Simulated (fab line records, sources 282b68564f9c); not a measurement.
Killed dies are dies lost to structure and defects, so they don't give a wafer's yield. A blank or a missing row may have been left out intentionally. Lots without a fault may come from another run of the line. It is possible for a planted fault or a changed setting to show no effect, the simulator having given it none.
Which tool was responsible? :: flow rit-cmos :: 14 lots, 42 wafers sampled, at 2 steps of a route of 202

WHAT EACH GAUGE READ, for each wafer
The record holds no reading of a measuring or inspecting step that can be judged against a usual standard deviation.

TOOL THAT RAN EACH LOT (tool first, then ch and the chambers of the sampled wafers, then the start)
lot: L656
RIT_NRETRO_DEVELOP_05: litho-track-01 ch 0, day 2 09:00
RIT_M1_PROBE_99: -

lot: L657
RIT_NRETRO_DEVELOP_05: litho-track-02 ch 0, day 2 14:00
RIT_M1_PROBE_99: -

lot: L658
RIT_NRETRO_DEVELOP_05: litho-track-03 ch 0, day 2 16:00
RIT_M1_PROBE_99: prober-02, day 3 20:22

lot: L660
RIT_NRETRO_DEVELOP_05: litho-track-02 ch 0, day 3 02:00
RIT_M1_PROBE_99: -

lot: L661
RIT_NRETRO_DEVELOP_05: litho-track-02 ch 0, day 3 07:00
RIT_M1_PROBE_99: prober-02, day 4 12:02

lot: L663
RIT_NRETRO_DEVELOP_05: litho-track-02 ch 0, day 3 15:00
RIT_M1_PROBE_99: -

lot: L664
RIT_NRETRO_DEVELOP_05: litho-track-01 ch 0, day 3 21:00
RIT_M1_PROBE_99: prober-01, day 5 01:32

lot: L665
RIT_NRETRO_DEVELOP_05: litho-track-01 ch 0, day 4 02:00
RIT_M1_PROBE_99: -

lot: L668
RIT_NRETRO_DEVELOP_05: litho-track-02 ch 0, day 4 16:00
RIT_M1_PROBE_99: prober-02, day 5 20:45

lot: L674
RIT_NRETRO_DEVELOP_05: litho-track-02 ch 0, day 6 00:00
RIT_M1_PROBE_99: -

lot: L675
RIT_NRETRO_DEVELOP_05: litho-track-03 ch 0, day 6 05:00
RIT_M1_PROBE_99: -

lot: L676
RIT_NRETRO_DEVELOP_05: litho-track-02 ch 0, day 6 10:00
RIT_M1_PROBE_99: -

lot: L678
RIT_NRETRO_DEVELOP_05: litho-track-03 ch 0, day 6 19:00
RIT_M1_PROBE_99: -

lot: L679
RIT_NRETRO_DEVELOP_05: litho-track-03 ch 0, day 6 23:00
RIT_M1_PROBE_99: prober-01, day 8 06:17
- RIT_NRETRO_DEVELOP_05: develop time 68 s.
- RIT_M1_PROBE_99

AS READ BY THE TOOLS THEMSELVES (means over the sampled wafers that have a number; for cases with no such wafer, the mark the record gives instead)
RIT_NRETRO_DEVELOP_05. Usual: 23.01 C for developer-temp-C, sd 0.097.
lot: L656
tool: litho-track-01
developer-temp-C (C): 23.06
flag: 

lot: L657
tool: litho-track-02
developer-temp-C (C): 23.01
flag: 

lot: L658
tool: litho-track-03
developer-temp-C (C): 22.96
flag: 

lot: L660
tool: litho-track-02
developer-temp-C (C): 22.94
flag: 

lot: L661
tool: litho-track-02
developer-temp-C (C): 22.97
flag: 

lot: L663
tool: litho-track-02
developer-temp-C (C): 22.90
flag: 

lot: L664
tool: litho-track-01
developer-temp-C (C): 23.00
flag: 

lot: L665
tool: litho-track-01
developer-temp-C (C): 23.03
flag: 

lot: L668
tool: litho-track-02
developer-temp-C (C): 23.12
flag: 

lot: L674
tool: litho-track-02
developer-temp-C (C): 22.07
flag: OFF

lot: L675
tool: litho-track-03
developer-temp-C (C): 23.06
flag: 

lot: L676
tool: litho-track-02
developer-temp-C (C): 22.25
flag: OFF

lot: L678
tool: litho-track-03
developer-temp-C (C): 22.90
flag: 

lot: L679
tool: litho-track-03
developer-temp-C (C): 22.96
flag: 

RIT_M1_PROBE_99. Usual: killed-at-contacts 0.1, standard deviation 0.27; killed-at-front-end 6.1, standard deviation 2.9; killed-dies 6.2, standard deviation 2.9; killed-open 3.2, standard deviation 1.9; killed-short 3, standard deviation 1.9.
lot: L658
tool: prober-02
killed-at-contacts: 0.0
killed-at-front-end: 8.0
killed-dies: 8.0
killed-open: 4.3
killed-short: 4
flag: 

lot: L661
tool: prober-02
killed-at-contacts: 0.0
killed-at-front-end: 3.0
killed-dies: 3.0
killed-open: 1.0
killed-short: 2
flag: 

lot: L664
tool: prober-01
killed-at-contacts: 0.0
killed-at-front-end: 4.3
killed-dies: 4.3
killed-open: 2.3
killed-short: 2
flag: 

lot: L668
tool: prober-02
killed-at-contacts: 0.3
killed-at-front-end: 8.0
killed-dies: 8.3
killed-open: 4.3
killed-short: 4
flag: 

lot: L679
tool: prober-01
killed-at-contacts: 0.0
killed-at-front-end: 6.0
killed-dies: 6.0
killed-open: 4.0
killed-short: 2
flag: 

THE ANSWER, worked out from the rows above alone
Rule: a lot counts as off when the mean over its wafers that have a number is more than 3 standard deviations away from the usual mean. Also off: a lot with no number at a reading for which 4 or more lots have one. All remaining lots with rows at the step are treated as sound. First the gauges in route order, then the tools' own readings, where a lot's mean is used as printed above. The first step at which some lot is off is used, and at that step the reading that is off furthest; a lot without a number counts as furthest.
Off, at RIT_NRETRO_DEVELOP_05 on developer-temp-C: L674, L676.
If a tool, at that step or one of the process steps before it, ran each lot that is off and ran no sound lot following the first of them, it fits. One fits: RIT_NRETRO_DEVELOP_05 on litho-track-02. Its last sound lot is L668 (day 4 16:00), its first lot that is off L674 (day 6 00:00): a fault that began between those two fits.
The tool's own readings at RIT_NRETRO_DEVELOP_05 bear it out: on the lots that are off they differ by more than 5 times the standard deviation of the sound lots' means. developer-temp-C reads 22.16 C there against 22.99 C on the sound lots.

WHAT THE SIMULATOR HAD PUT IN
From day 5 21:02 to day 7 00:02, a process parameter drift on litho-track-02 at RIT_NRETRO_DEVELOP_05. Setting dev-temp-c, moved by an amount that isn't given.
Lots struck among those shown: L674, L676. The rule given above showed the same thing.
